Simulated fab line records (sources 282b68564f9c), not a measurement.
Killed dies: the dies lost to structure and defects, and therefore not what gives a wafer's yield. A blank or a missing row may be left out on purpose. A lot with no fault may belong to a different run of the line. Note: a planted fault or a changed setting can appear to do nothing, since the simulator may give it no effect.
fab line records -- flow ritCmos
[record] lots = 14, wafers = 42, lastDay = 7
route steps=202 shown FOX2@24 GATE@85 NLDD@111 M1@202
lots with no fault: from the same line, run without faults
startH: hours from the record's first day to the start of the lot's first wafer shown -- waitH: hours elapsed since this lot's preceding step -- " same as the row above -- L1.1+2: a row that stands for several wafers -- - value missing, or start not given -- * or withheld: withheld -- < > ~ a bound
route shown NAME@n: names a module that has steps shown in the file, with the first one's number in the route -- usual: the fault-free wafers' mean and standard deviation -- same: alike in all rows -- chamber/n: place in a boat -- sites: the reading at each site -- _std_site: the values' standard deviation -- _edge_site: inner sites' mean taken away from outer sites' mean -- radiusMm: for every site, how far away it sits from the centre of the wafer -- mask NAME#n: copy n -- behind: the most recent tool/chamber to have shaped the wafer -- hold: reason for holding the lot/hours on hold/outcome of the hold -- device: transistor that didn't switch, given as n, p or np -- end of line: at the end of the route, the tests of the same wafers -- a step without rows: its recipe alone -- killed: the dies lost at the first sort to structure and to defects; this is not the yield of the wafer -- map: per-die view of a wafer (x killed, . not killed, _ where there is no die)
set.NAME: the run value of the setting; set.NAME@STEP: its run value at that earlier step -- model.NAME: the simulator's own value behind a step, which no gauge read
route steps across a sampled set of lots; one table per step, one row per wafer
services: when a tool's chamber went out of use (startH, in hours from the record's first day, below 0 if earlier), for how many hours, and the reason
[[steps]]
[step RIT_FOX2_THK_MEAS_01]
[recipe] reads = SiO2_of_FOX2_OXIDATION_00
[usual] FOX2_OXIDE_THK = 351/7.7
lot.wafer,tool,chamber,startH,waitH,FOX2_OXIDE_THK[nm]
L522.1,filmMetro-01,-,23.48,0.0,363
L522.4,filmMetro-01,-,23.48,0.0,363
L522.5,filmMetro-01,-,23.48,0.0,364
L524.2,filmMetro-02,-,29.77,0.0,341
L524.3,filmMetro-02,-,29.77,0.0,338
L524.6,filmMetro-02,-,29.77,0.0,343
L526.2,filmMetro-01,-,40.33,0.0,332
L526.4,filmMetro-01,-,40.33,0.0,342
L526.6,filmMetro-01,-,40.33,0.0,335
L533.1,filmMetro-04,-,78.46,0.0,351
L533.2,filmMetro-04,-,78.46,0.0,354
L533.5,filmMetro-04,-,78.46,0.0,353
L534.4,filmMetro-01,-,81.37,0.0,351
L534.5,filmMetro-01,-,81.37,0.0,354
L534.6,filmMetro-01,-,81.37,0.0,351
L535.2,filmMetro-04,-,86.43,0.0,358
L535.4,filmMetro-04,-,86.43,0.0,355
L535.6,filmMetro-04,-,86.43,0.0,358
L536.2,filmMetro-01,-,91.24,0.0,355
L536.3,filmMetro-01,-,91.24,0.0,352
L536.5,filmMetro-01,-,91.24,0.0,353
L537.3,filmMetro-02,-,95.58,0.0,340
L537.4,filmMetro-02,-,95.58,0.0,345
L537.5,filmMetro-02,-,95.58,0.0,340
L538.2,filmMetro-01,-,100.51,0.0,344
L538.3,filmMetro-01,-,100.51,0.0,351
L538.6,filmMetro-01,-,100.51,0.0,344
L539.2,filmMetro-01,-,109.07,0.0,343
L539.5,filmMetro-01,-,109.07,0.0,343
L539.6,filmMetro-01,-,109.07,0.0,346
L540.1,filmMetro-04,-,111.16,0.0,343
L540.3,filmMetro-04,-,111.16,0.0,351
L540.4,filmMetro-04,-,111.16,0.0,345
L542.1,filmMetro-04,-,123.94,0.0,342
L542.3,filmMetro-04,-,123.94,0.0,339
L542.5,filmMetro-04,-,123.94,0.0,342
L543.1,filmMetro-02,-,127.81,0.0,351
L543.4,filmMetro-02,-,127.81,0.0,360
L543.5,filmMetro-02,-,127.81,0.0,353
L545.2,filmMetro-04,-,134.97,0.0,352
L545.4,filmMetro-04,-,134.97,0.0,362
L545.6,filmMetro-04,-,134.97,0.0,359
[step RIT_GATE_THK_MEAS_09]
[recipe] reads = poly-Si_of_GATE_CVD_08
[usual] GATE_POLY_THK = 250.6/2.8
lot.wafer,tool,chamber,startH,waitH,GATE_POLY_THK[nm]
L522.1,filmMetro-02,-,41.45,0.0,251.1
L522.4,filmMetro-02,-,41.45,0.0,250.2
L522.5,filmMetro-02,-,41.45,0.0,250.0
L524.2,filmMetro-02,-,46.79,0.0,247.2
L524.3,filmMetro-02,-,46.79,0.0,250.2
L524.6,filmMetro-02,-,46.79,0.0,248.6
L526.2,filmMetro-01,-,57.19,0.0,252.1
L526.4,filmMetro-01,-,57.19,0.0,252.9
L526.6,filmMetro-01,-,57.19,0.0,251.6
L533.1,filmMetro-04,-,97.48,0.0,250.8
L533.2,filmMetro-04,-,97.48,0.0,249.6
L533.5,filmMetro-04,-,97.48,0.0,248.6
L534.4,filmMetro-01,-,99.70,0.0,253.0
L534.5,filmMetro-01,-,99.70,0.0,251.5
L534.6,filmMetro-01,-,99.70,0.0,253.4
L535.2,filmMetro-02,-,107.23,0.0,247.2
L535.4,filmMetro-02,-,107.23,0.0,246.6
L535.6,filmMetro-02,-,107.23,0.0,247.8
L536.2,filmMetro-04,-,112.18,0.0,252.3
L536.3,filmMetro-04,-,112.18,0.0,252.8
L536.5,filmMetro-04,-,112.18,0.0,251.9
L537.3,filmMetro-02,-,115.72,0.0,253.0
L537.4,filmMetro-02,-,115.72,0.0,249.1
L537.5,filmMetro-02,-,115.72,0.0,252.7
L538.2,filmMetro-04,-,120.66,0.0,250.3
L538.3,filmMetro-04,-,120.66,0.0,250.3
L538.6,filmMetro-04,-,120.66,0.0,248.0
L539.2,filmMetro-01,-,127.00,0.0,249.5
L539.5,filmMetro-01,-,127.00,0.0,251.0
L539.6,filmMetro-01,-,127.00,0.0,250.7
L540.1,filmMetro-04,-,130.81,0.0,253.9
L540.3,filmMetro-04,-,130.81,0.0,256.8
L540.4,filmMetro-04,-,130.81,0.0,254.6
L542.1,filmMetro-04,-,143.43,0.0,249.9
L542.3,filmMetro-04,-,143.43,0.0,251.2
L542.5,filmMetro-04,-,143.43,0.0,248.7
L543.1,filmMetro-02,-,145.97,0.0,258.3
L543.4,filmMetro-02,-,145.97,0.0,257.5
L543.5,filmMetro-02,-,145.97,0.0,256.6
L545.2,filmMetro-02,-,156.61,0.0,252.3
L545.4,filmMetro-02,-,156.61,0.0,254.3
L545.6,filmMetro-02,-,156.61,0.0,254.7
[step RIT_GATE_STRIP_20]
[recipe] chemistry = O2, timeS = 180, resist = NOVOLAK, platenTempC = withheld, powerW = 500, pressureMtorr = 4000, o2FlowSccm = 4000
[usual] drypumpMotorCurrentA = 5.8/0.46
lot.wafer,tool,chamber,startH,waitH,drypumpMotorCurrentA,rfHoursCounterH
L522.1,plasmaAsher-01,1,42.96,0.1,5.2,24
L522.4,plasmaAsher-01,1,42.96,0.1,5.2,-
L522.5,plasmaAsher-01,1,42.96,0.1,5.1,-
L524.2,plasmaAsher-04,1,48.23,0.1,6.1,40
L524.3,plasmaAsher-04,1,48.23,0.1,6.1,-
L524.6,plasmaAsher-04,0,48.23,0.1,6.5,-
L526.2,plasmaAsher-04,0,58.72,0.1,6.5,41
L526.4,plasmaAsher-04,0,58.72,0.1,6.5,-
L526.6,plasmaAsher-04,0,58.72,0.1,6.5,-
L533.1,plasmaAsher-04,0,98.89,0.1,6.5,45
L533.2,plasmaAsher-04,1,98.89,0.1,6.1,45
L533.5,plasmaAsher-04,1,98.89,0.1,6.1,-
L534.4,plasmaAsher-04,0,101.15,0.1,6.5,-
L534.5,plasmaAsher-04,1,101.15,0.1,6.1,-
L534.6,plasmaAsher-04,0,101.15,0.1,6.6,-
L535.2,plasmaAsher-03,1,108.67,0.1,5.6,47
L535.4,plasmaAsher-03,0,108.67,0.1,5.6,-
L535.6,plasmaAsher-03,1,108.67,0.1,5.6,-
L536.2,plasmaAsher-01,0,113.95,0.1,5.6,32
L536.3,plasmaAsher-01,1,113.95,0.1,5.2,-
L536.5,plasmaAsher-01,0,113.95,0.1,5.7,-
L537.3,plasmaAsher-04,1,117.21,0.1,6.1,-
L537.4,plasmaAsher-04,0,117.21,0.1,6.5,-
L537.5,plasmaAsher-04,0,117.21,0.1,6.5,-
L538.2,plasmaAsher-03,0,121.98,0.1,5.7,1
L538.3,plasmaAsher-03,0,121.98,0.1,5.6,-
L538.6,plasmaAsher-03,1,121.98,0.1,5.6,-
L539.2,plasmaAsher-03,0,128.32,0.1,5.7,1
L539.5,plasmaAsher-03,1,128.32,0.1,5.6,-
L539.6,plasmaAsher-03,0,128.32,0.1,5.7,-
L540.1,plasmaAsher-04,1,132.26,0.1,6.1,49
L540.3,plasmaAsher-04,1,132.26,0.1,6.1,-
L540.4,plasmaAsher-04,0,132.26,0.1,6.6,-
L542.1,plasmaAsher-01,0,144.75,0.1,5.6,36
L542.3,plasmaAsher-01,1,144.75,0.1,5.1,-
L542.5,plasmaAsher-01,0,144.75,0.1,5.6,-
L543.1,plasmaAsher-03,0,147.29,0.1,5.6,3
L543.4,plasmaAsher-03,0,147.29,0.1,5.7,-
L543.5,plasmaAsher-03,1,147.29,0.1,5.6,-
L545.2,plasmaAsher-01,1,157.92,0.1,5.1,37
L545.4,plasmaAsher-01,1,157.92,0.1,5.1,-
L545.6,plasmaAsher-01,1,157.92,0.1,5.1,-
[step RIT_NLDD_IMPLANT_08]
[recipe] species = P, energyKev = 20, doseCm2 = 5e+14, tiltDeg = 7
[usual] doseIonsCm2 = 5e+14/6e+11, faradayCurrentUA = 1571/31
lot.wafer,tool,chamber,startH,waitH,doseIonsCm2,faradayCurrentUA
L522.1,implanter-03,0,48.26,0.1,4.992e+14,1581
L522.4,implanter-03,0,48.26,0.1,5.011e+14,1554
L522.5,implanter-03,0,48.26,0.1,5.01e+14,1566
L524.2,implanter-03,0,53.51,0.1,4.998e+14,1543
L524.3,implanter-03,0,53.51,0.1,4.998e+14,1572
L524.6,implanter-03,0,53.51,0.1,4.99e+14,1570
L526.2,implanter-03,0,64.51,0.1,5.003e+14,1548
L526.4,implanter-03,0,64.51,0.1,4.995e+14,1502
L526.6,implanter-03,0,64.51,0.1,4.993e+14,1542
L533.1,implanter-03,0,104.15,0.1,7.613e+14,2226
L533.2,implanter-03,0,104.15,0.1,7.613e+14,2363
L533.5,implanter-03,0,104.15,0.1,7.625e+14,2405
L534.4,implanter-03,0,108.00,0.1,7.604e+14,2406
L534.5,implanter-03,0,108.00,0.1,7.614e+14,2335
L534.6,implanter-03,0,108.00,0.1,7.599e+14,2265
L535.2,implanter-01,0,113.28,0.1,4.994e+14,1602
L535.4,implanter-01,0,113.28,0.1,4.991e+14,1529
L535.6,implanter-01,0,113.28,0.1,5.002e+14,1601
L536.2,implanter-01,0,119.14,0.1,4.998e+14,1544
L536.3,implanter-01,0,119.14,0.1,4.993e+14,1571
L536.5,implanter-01,0,119.14,0.1,4.999e+14,1547
L537.3,implanter-02,0,121.87,0.1,4.996e+14,1521
L537.4,implanter-02,0,121.87,0.1,4.999e+14,1590
L537.5,implanter-02,0,121.87,0.1,4.996e+14,1599
L538.2,implanter-02,0,127.92,0.1,4.992e+14,1574
L538.3,implanter-02,0,127.92,0.1,5.007e+14,1588
L538.6,implanter-02,0,127.92,0.1,5e+14,1591
L539.2,implanter-01,0,132.80,0.1,5.003e+14,1547
L539.5,implanter-01,0,132.80,0.1,4.992e+14,1641
L539.6,implanter-01,0,132.80,0.1,5.001e+14,1586
L540.1,implanter-01,0,137.02,0.1,5.007e+14,1606
L540.3,implanter-01,0,137.02,0.1,5.001e+14,1591
L540.4,implanter-01,0,137.02,0.1,5.001e+14,1603
L542.1,implanter-02,0,149.19,0.1,4.996e+14,1521
L542.3,implanter-02,0,149.19,0.1,5e+14,1509
L542.5,implanter-02,0,149.19,0.1,5.003e+14,1591
L543.1,implanter-02,0,151.61,0.1,5e+14,1597
L543.4,implanter-02,0,151.61,0.1,5.002e+14,1593
L543.5,implanter-02,0,151.61,0.1,5.002e+14,1565
L545.2,implanter-02,0,162.69,0.1,5.009e+14,1558
L545.4,implanter-02,0,162.69,0.1,5.006e+14,1582
L545.6,implanter-02,0,162.69,0.1,5.006e+14,1552
[step RIT_NLDD_TW_MEAS_10]
[usual] NLDD_TW = 2484/11
lot.wafer,tool,chamber,startH,waitH,hold,NLDD_TW
L522.1,filmMetro-04,-,48.58,0.1,-,2505
L522.4,filmMetro-04,-,48.58,0.1,-,2482
L522.5,filmMetro-04,-,48.58,0.1,-,2490
L524.2,filmMetro-02,-,53.82,0.1,-,2486
L524.3,filmMetro-02,-,53.82,0.1,-,2479
L524.6,filmMetro-02,-,53.82,0.1,-,2487
L526.2,filmMetro-03,-,64.82,0.1,-,2473
L526.4,filmMetro-03,-,64.82,0.1,-,2473
L526.6,filmMetro-03,-,64.82,0.1,-,2480
L533.1,filmMetro-02,-,104.47,0.1,awaitDispo/0.2h/release,2752
L533.2,filmMetro-02,-,104.47,0.1,awaitDispo/0.2h/release,2765
L533.5,filmMetro-02,-,104.47,0.1,awaitDispo/0.2h/release,2755
L533.1,filmMetro-02,-,104.81,0.3,-,2754
L533.2,filmMetro-02,-,104.81,0.3,-,2765
L533.5,filmMetro-02,-,104.81,0.3,-,2770
L534.4,filmMetro-04,-,108.28,0.1,awaitDispo/0.2h/release,2782
L534.5,filmMetro-04,-,108.28,0.1,awaitDispo/0.2h/release,2763
L534.6,filmMetro-04,-,108.28,0.1,awaitDispo/0.2h/release,2782
L534.4,filmMetro-04,-,108.50,0.2,-,2763
L534.5,filmMetro-04,-,108.50,0.2,-,2785
L534.6,filmMetro-04,-,108.50,0.2,-,2794
L535.2,filmMetro-03,-,113.59,0.1,-,2485
L535.4,filmMetro-03,-,113.59,0.1,-,2485
L535.6,filmMetro-03,-,113.59,0.1,-,2487
L536.2,filmMetro-04,-,119.45,0.1,-,2500
L536.3,filmMetro-04,-,119.45,0.1,-,2502
L536.5,filmMetro-04,-,119.45,0.1,-,2506
L537.3,filmMetro-02,-,122.16,0.1,-,2481
L537.4,filmMetro-02,-,122.16,0.1,-,2472
L537.5,filmMetro-02,-,122.16,0.1,-,2478
L538.2,filmMetro-04,-,128.23,0.1,-,2471
L538.3,filmMetro-04,-,128.23,0.1,-,2465
L538.6,filmMetro-04,-,128.23,0.1,-,2476
L539.2,filmMetro-02,-,133.11,0.1,-,2490
L539.5,filmMetro-02,-,133.11,0.1,-,2494
L539.6,filmMetro-02,-,133.11,0.1,-,2478
L540.1,filmMetro-04,-,137.34,0.1,-,2482
L540.3,filmMetro-04,-,137.34,0.1,-,2462
L540.4,filmMetro-04,-,137.34,0.1,-,2491
L542.1,filmMetro-02,-,149.51,0.1,-,2472
L542.3,filmMetro-02,-,149.51,0.1,-,2478
L542.5,filmMetro-02,-,149.51,0.1,-,2464
L543.1,filmMetro-03,-,151.94,0.1,-,2476
L543.4,filmMetro-03,-,151.94,0.1,-,2475
L543.5,filmMetro-03,-,151.94,0.1,-,2476
L545.2,filmMetro-04,-,163.00,0.1,-,2473
L545.4,filmMetro-04,-,163.00,0.1,-,2484
L545.6,filmMetro-04,-,163.00,0.1,-,2495
[step RIT_SDANNEAL_RS_MEAS_07]
[recipe] thkMeasGauge = four-point-probe
[usual] NLDD_RS = 151.7/0.5
lot.wafer,tool,chamber,startH,waitH,hold,NLDD_RS[ohm/sq]
L522.1,filmMetro-03,-,56.52,0.1,-,150.7
L522.4,filmMetro-03,-,56.52,0.1,-,151.0
L522.5,filmMetro-03,-,56.52,0.1,-,151.5
L524.2,filmMetro-03,-,62.54,0.1,-,151.8
L524.3,filmMetro-03,-,62.54,0.1,-,151.8
L524.6,filmMetro-03,-,62.54,0.1,-,151.9
L526.2,filmMetro-02,-,72.68,0.1,-,151.0
L526.4,filmMetro-02,-,72.68,0.1,-,151.6
L526.6,filmMetro-02,-,72.68,0.1,-,151.0
L533.1,filmMetro-02,-,115.48,0.1,awaitDispo/0.2h/release,108.1
L533.2,filmMetro-02,-,115.48,0.1,awaitDispo/0.2h/release,108.2
L533.5,filmMetro-02,-,115.48,0.1,awaitDispo/0.2h/release,108.3
L533.1,filmMetro-02,-,115.77,0.3,-,108.0
L533.2,filmMetro-02,-,115.77,0.3,-,108.1
L533.5,filmMetro-02,-,115.77,0.3,-,108.1
L534.4,filmMetro-02,-,118.89,0.1,awaitDispo/0.2h/release,107.8
L534.5,filmMetro-02,-,118.89,0.1,awaitDispo/0.2h/release,108.0
L534.6,filmMetro-02,-,118.89,0.1,awaitDispo/0.2h/release,107.7
L534.4,filmMetro-02,-,119.18,0.3,-,107.8
L534.5,filmMetro-02,-,119.18,0.3,-,107.7
L534.6,filmMetro-02,-,119.18,0.3,-,107.7
L535.2,filmMetro-03,-,122.97,0.1,-,151.7
L535.4,filmMetro-03,-,122.97,0.1,-,151.8
L535.6,filmMetro-03,-,122.97,0.1,-,151.6
L536.2,filmMetro-03,-,127.27,0.1,-,151.1
L536.3,filmMetro-03,-,127.27,0.1,-,151.4
L536.5,filmMetro-03,-,127.27,0.1,-,151.6
L537.3,filmMetro-02,-,130.46,0.1,-,152.8
L537.4,filmMetro-02,-,130.46,0.1,-,152.5
L537.5,filmMetro-02,-,130.46,0.1,-,152.2
L538.2,filmMetro-03,-,136.16,0.1,-,152.5
L538.3,filmMetro-03,-,136.16,0.1,-,151.7
L538.6,filmMetro-03,-,136.16,0.1,-,152.2
L539.2,filmMetro-02,-,141.26,0.1,-,150.6
L539.5,filmMetro-02,-,141.26,0.1,-,150.8
L539.6,filmMetro-02,-,141.26,0.1,-,151.1
L540.1,filmMetro-03,-,145.20,0.1,-,151.9
L540.3,filmMetro-03,-,145.20,0.1,-,151.6
L540.4,filmMetro-03,-,145.20,0.1,-,151.2
L542.1,filmMetro-02,-,157.33,0.1,-,151.7
L542.3,filmMetro-02,-,157.33,0.1,-,152.3
L542.5,filmMetro-02,-,157.33,0.1,-,152.0
L543.1,filmMetro-02,-,162.44,0.1,-,152.0
L543.4,filmMetro-02,-,162.44,0.1,-,151.2
L543.5,filmMetro-02,-,162.44,0.1,-,151.4
L545.2,filmMetro-02,-,172.18,0.1,-,152.2
L545.4,filmMetro-02,-,172.18,0.1,-,152.2
L545.6,filmMetro-02,-,172.18,0.1,-,152.0
[step RIT_M1_PROBE_99]
[usual] defectLimitedYield = 97.5/1, killedAtContacts = 0.1/0.23, killedAtFrontEnd = 6.7/2.7, killedDies = 6.7/2.7, killedOpen = 3.2/1.8, killedShort = 3.5/1.9, sort_bin_3_pad_short = 0.1/0.24, sort_bin_5_function = 1.4/0.8, sort_bin_6_memory = 1.0/0.58, sortNPass = 257.3/2.7, sortYieldPct = 97.5/1
[same] grossDies = 264, killed_at_M0_to_M3 = 0, killed_at_M4_up = 0, killedAtBackSide = 0, killedAtOther = 0
lot.wafer,tool,chamber,startH,waitH,defectLimitedYield[%],killedAtContacts,killedAtFrontEnd,killedDies,killedOpen,killedShort,sort_bin_3_pad_short[%],sort_bin_5_function[%],sort_bin_6_memory[%],sortNPass,sortYieldPct[%]
L522.1,prober-01,-,63.90,0.1,98.5,0,4,4,2,2,0.4,0,1.1,260.0,98.5
L522.4,prober-01,-,64.05,0.2,98.9,0,3,3,1,2,0,0.8,0.4,261.0,98.9
L522.5,prober-01,-,64.10,0.2,98.1,0,5,5,3,2,0,1.1,0.8,259.0,98.1
L524.2,prober-01,-,69.64,0.1,97.3,0,7,7,2,5,0,1.9,0.8,257.0,97.3
L524.3,prober-01,-,69.69,0.2,96.2,0,10,10,7,3,0,3.0,0.8,254.0,96.2
L524.6,prober-01,-,69.84,0.2,97.7,0,6,6,4,2,0,1.5,0.8,258.0,97.7
L526.2,prober-01,-,79.92,0.1,97.0,0,8,8,5,3,0,2.3,0.8,256.0,97.0
L526.4,prober-01,-,80.02,0.2,97.7,0,6,6,3,3,0,1.9,0.4,258.0,97.7
L526.6,prober-01,-,80.12,0.2,96.2,0,10,10,4,6,1.1,1.1,1.5,254.0,96.2
L535.2,prober-01,-,130.08,0.1,97.7,0,6,6,4,1,0.4,1.1,0.8,258.0,97.7
L535.4,prober-01,-,130.18,0.2,97.7,0,6,6,2,4,0.4,0.8,1.1,258.0,97.7
L535.6,prober-01,-,130.28,0.2,97.0,0,8,8,4,4,0,2.3,0.8,256.0,97.0
L536.2,prober-02,-,134.49,0.1,96.2,0,10,10,6,4,0,3.0,0.8,254.0,96.2
L536.3,prober-02,-,134.54,0.2,98.1,0,5,5,1,4,0,1.1,0.8,259.0,98.1
L536.5,prober-02,-,134.64,0.2,96.2,0,10,10,6,4,0,2.3,1.5,254.0,96.2
L537.3,prober-01,-,137.67,0.2,97.3,0,7,7,4,3,0,2.3,0.4,257.0,97.3
L537.4,prober-01,-,137.72,0.2,97.0,0,8,8,4,4,0.4,1.1,1.5,256.0,97.0
L537.5,prober-01,-,137.77,0.2,96.2,0,10,10,2,8,0.8,2.3,0.8,254.0,96.2
L538.2,prober-02,-,143.20,0.1,98.5,0,4,4,1,3,0,0.8,0.8,260.0,98.5
L538.3,prober-02,-,143.25,0.2,98.1,0,5,5,2,3,0.4,0.8,0.8,259.0,98.1
L538.6,prober-02,-,143.40,0.2,98.1,0,5,5,2,3,0,0.8,1.1,259.0,98.1
L539.2,prober-01,-,148.38,0.1,98.1,0,5,5,4,1,0,1.1,0.8,259.0,98.1
L539.5,prober-01,-,148.53,0.2,98.1,0,5,5,3,2,0.4,1.1,0.4,259.0,98.1
L539.6,prober-01,-,148.58,0.2,95.5,0,12,12,6,6,0,3.0,1.5,252.0,95.5
L540.1,prober-02,-,152.31,0.1,96.6,0,9,9,4,5,0,2.3,1.1,255.0,96.6
L540.3,prober-02,-,152.41,0.2,95.8,0,11,11,7,4,0,3.0,1.1,253.0,95.8
L540.4,prober-02,-,152.46,0.2,94.7,0,14,14,5,9,0.8,2.3,2.3,250.0,94.7
L542.1,prober-02,-,166.14,0.1,98.1,0,5,5,1,4,0,0.8,1.1,259.0,98.1
L542.3,prober-02,-,166.24,0.2,98.9,0,3,3,0,3,0,0.4,0.8,261.0,98.9
L542.5,prober-02,-,166.34,0.2,97.3,0,7,7,5,2,0,1.9,0.8,257.0,97.3
L543.1,prober-01,-,169.57,0.1,98.9,0,3,3,1,2,0,0.8,0.4,261.0,98.9
L543.4,prober-01,-,169.72,0.2,98.9,0,3,3,1,2,0,0.4,0.8,261.0,98.9
L543.5,prober-01,-,169.77,0.2,98.1,0,5,5,4,1,0,1.1,0.8,259.0,98.1
L545.2,prober-01,-,179.27,0.1,93.6,1,16,17,5,11,0,4.2,2.3,247.0,93.6
L545.4,prober-01,-,179.37,0.2,96.6,0,9,9,4,4,0,1.5,1.9,255.0,96.6
L545.6,prober-01,-,179.47,0.2,96.2,0,10,10,6,4,0.4,2.3,1.1,254.0,96.2
// killed by level:class
L522.1 GATE:geometricParticle:open=1 GATE:geometricParticle:short=1 REOX:geometricParticle:open=1 SPACER:geometricParticle:short=1
L522.4 FOX1:geometricParticle:short=1 FOX2:geometricParticle:open=1 REOX:geometricParticle:short=1
L522.5 GATE:geometricParticle:open=3 GATE:geometricParticle:short=1 SILICIDE:geometricParticle:short=1
L524.2 GATE:geometricParticle:short=2 REOX:geometricParticle:short=2 GATE:geometricParticle:open=1 SPACER:geometricParticle:open=1 SILICIDE:geometricParticle:short=1
L524.3 GATE:geometricParticle:short=3 GATE:geometricParticle:open=3 SPACER:geometricParticle:open=2 FOX2:geometricParticle:open=1 SILICIDE:geometricParticle:open=1
L524.6 GATE:geometricParticle:open=2 FOX1:geometricParticle:open=1 FOX2:geometricParticle:short=1 GATE:geometricParticle:short=1 SPACER:geometricParticle:open=1
L526.2 FOX1:geometricParticle:open=2 FOX1:geometricParticle:short=1 GATE:geometricParticle:open=1 GATE:geometricParticle:short=1 REOX:geometricParticle:open=1 SPACER:geometricParticle:short=1 SILICIDE:geometricParticle:open=1
L526.4 FOX1:geometricParticle:open=1 FOX1:geometricParticle:short=1 GATE:geometricParticle:short=1 FOX2:geometricParticle:short=1 GATE:geometricParticle:open=1 REOX:geometricParticle:open=1
L526.6 FOX1:geometricParticle:short=3 GATE:geometricParticle:short=3 REOX:geometricParticle:open=2 SPACER:geometricParticle:open=1 SILICIDE:geometricParticle:open=1
L535.2 REOX:geometricParticle:open=3 GATE:geometricParticle:open=1 REOX:geometricParticle:short=1 NLDD:coatMicrobubblePrinted=1
L535.4 GATE:geometricParticle:short=2 ACTIVE:geometricParticle:short=1 GATE:geometricParticle:open=1 SPACER:geometricParticle:short=1 SPACER:geometricParticle:open=1
L535.6 GATE:geometricParticle:open=3 GATE:geometricParticle:short=2 FOX1:geometricParticle:short=1 REOX:geometricParticle:short=1 REOX:geometricParticle:open=1
L536.2 REOX:geometricParticle:short=3 REOX:geometricParticle:open=2 SILICIDE:geometricParticle:open=2 GATE:geometricParticle:open=1 SPACER:geometricParticle:short=1 SPACER:geometricParticle:open=1
L536.3 GATE:geometricParticle:short=2 FOX1:geometricParticle:short=1 GATE:geometricParticle:open=1 SILICIDE:geometricParticle:short=1
L536.5 GATE:geometricParticle:open=3 GATE:geometricParticle:short=2 REOX:geometricParticle:open=2 SILICIDE:geometricParticle:short=2 SILICIDE:geometricParticle:open=1
L537.3 GATE:geometricParticle:open=3 GATE:geometricParticle:short=3 SILICIDE:geometricParticle:open=1
L537.4 GATE:geometricParticle:open=3 GATE:geometricParticle:short=2 FOX2:geometricParticle:open=1 REOX:geometricParticle:short=1 SPACER:geometricParticle:short=1
L537.5 FOX2:geometricParticle:short=3 FOX1:geometricParticle:short=2 FOX1:geometricParticle:open=2 GATE:geometricParticle:short=2 REOX:geometricParticle:short=1
L538.2 GATE:geometricParticle:short=2 FOX2:geometricParticle:short=1 GATE:geometricParticle:open=1
L538.3 FOX1:geometricParticle:short=1 GATE:geometricParticle:short=1 GATE:geometricParticle:open=1 REOX:geometricParticle:short=1 SILICIDE:geometricParticle:open=1
L538.6 GATE:geometricParticle:open=1 GATE:geometricParticle:short=1 SPACER:geometricParticle:short=1 SILICIDE:geometricParticle:open=1 SILICIDE:geometricParticle:short=1
L539.2 SPACER:geometricParticle:open=3 FOX2:geometricParticle:open=1 FOX2:geometricParticle:short=1
L539.5 SPACER:geometricParticle:open=2 FOX2:geometricParticle:short=1 FOX2:geometricParticle:open=1 GATE:geometricParticle:short=1
L539.6 GATE:geometricParticle:open=3 SPACER:geometricParticle:short=3 SPACER:geometricParticle:open=3 GATE:geometricParticle:short=2 REOX:geometricParticle:short=1
L540.1 GATE:geometricParticle:open=3 REOX:geometricParticle:short=2 SILICIDE:geometricParticle:short=2 FOX1:geometricParticle:open=1 GATE:geometricParticle:short=1
L540.3 GATE:geometricParticle:open=3 FOX1:geometricParticle:open=2 SILICIDE:geometricParticle:short=2 FOX1:geometricParticle:short=1 REOX:geometricParticle:open=1 SPACER:geometricParticle:short=1 SILICIDE:geometricParticle:open=1
L540.4 FOX2:geometricParticle:short=3 REOX:geometricParticle:short=3 SPACER:geometricParticle:open=3 FOX1:geometricParticle:short=2 FOX1:geometricParticle:open=1 GATE:geometricParticle:open=1 SILICIDE:geometricParticle:short=1
L542.1 FOX1:geometricParticle:short=1 GATE:geometricParticle:short=1 GATE:geometricParticle:open=1 REOX:geometricParticle:short=1 SPACER:geometricParticle:short=1
L542.3 GATE:geometricParticle:short=1 SPACER:geometricParticle:short=1 SILICIDE:geometricParticle:short=1
L542.5 GATE:geometricParticle:open=4 FOX1:geometricParticle:open=1 GATE:geometricParticle:short=1 SPACER:geometricParticle:short=1
L543.1 REOX:geometricParticle:short=1 SPACER:geometricParticle:open=1 SILICIDE:geometricParticle:short=1
L543.4 GATE:geometricParticle:short=2 SPACER:geometricParticle:open=1
L543.5 FOX1:geometricParticle:open=2 SILICIDE:geometricParticle:open=2 GATE:geometricParticle:short=1
L545.2 SPACER:geometricParticle:open=4 GATE:geometricParticle:short=3 SPACER:geometricParticle:short=3 FOX1:geometricParticle:short=2 GATE:geometricParticle:open=1 REOX:geometricParticle:short=1 SILICIDE:geometricParticle:short=1 CONTACT:geometricParticle:short=1
L545.4 SPACER:geometricParticle:open=2 FOX1:geometricParticle:open=1 GATE:geometricParticle:open=1 GATE:geometricParticle:short=1 REOX:geometricParticle:short=1 SPACER:geometricParticle:short=1 SILICIDE:geometricParticle:short=1 NSD:coatMicrobubblePrinted=1
L545.6 SPACER:geometricParticle:open=3 REOX:geometricParticle:short=2 FOX1:geometricParticle:short=1 FOX2:geometricParticle:open=1 REOX:geometricParticle:open=1 SILICIDE:geometricParticle:short=1 SILICIDE:geometricParticle:open=1
[[services]]
tool,chamber,startH,hours,kind
implanter-03,-,40.44,1.4,repair
implanter-03,-,61.99,1.6,repair
implanter-03,-,65.18,4.2,pm
plasmaAsher-03,-,108.84,9.0,pm
plasmaAsher-03,0,108.84,9.0,ventCycle
plasmaAsher-03,1,108.84,9.0,ventCycle
plasmaAsher-03,0,117.84,-,clean
plasmaAsher-03,1,117.84,-,clean
implanter-01,-,121.85,5.3,pm
implanter-01,-,161.40,6.0,pm
[[key]]
[firstSign] step = RIT_NLDD_IMPLANT_08, reading = doseIonsCm2, direction = up, sigmas = 99+, usual = 5e+14, struck = 7.611e+14
[effect] step = RIT_NLDD_IMPLANT_08, reading = faradayCurrentUA, direction = up, sigmas = 24, usual = 1571, struck = 2333
[effect] step = RIT_NLDD_TW_MEAS_10, reading = visit, direction = added
[effect] step = RIT_NLDD_TW_MEAS_10, reading = NLDD_TW, direction = up, sigmas = 26, usual = 2484, struck = 2767
[effect] step = RIT_SDANNEAL_RS_MEAS_07, reading = NLDD_RS, direction = down, sigmas = 87, usual = 151.7, struck = 108.0
metAt RIT_NLDD_IMPLANT_08
struckLots L533,L534
scrappedBehind RIT_SDANNEAL_RS_MEAS_07 L533.1,L533.2,L533.5,L534.4,L534.5,L534.6
notActingAt RIT_FOX2_THK_MEAS_01,RIT_GATE_THK_MEAS_09,RIT_GATE_STRIP_20
onsetBetween 64.51 104.15
[fault] kind = processParameterDrift, tool = implanter-03, chamber = -, onsetH = 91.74, steps = RIT_NLDD_IMPLANT_08, channel = doseCm2, offset = 2.6119e+14, shape = step, endH = 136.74, actsIn = theseRecipesOnly, stated = 5e+14
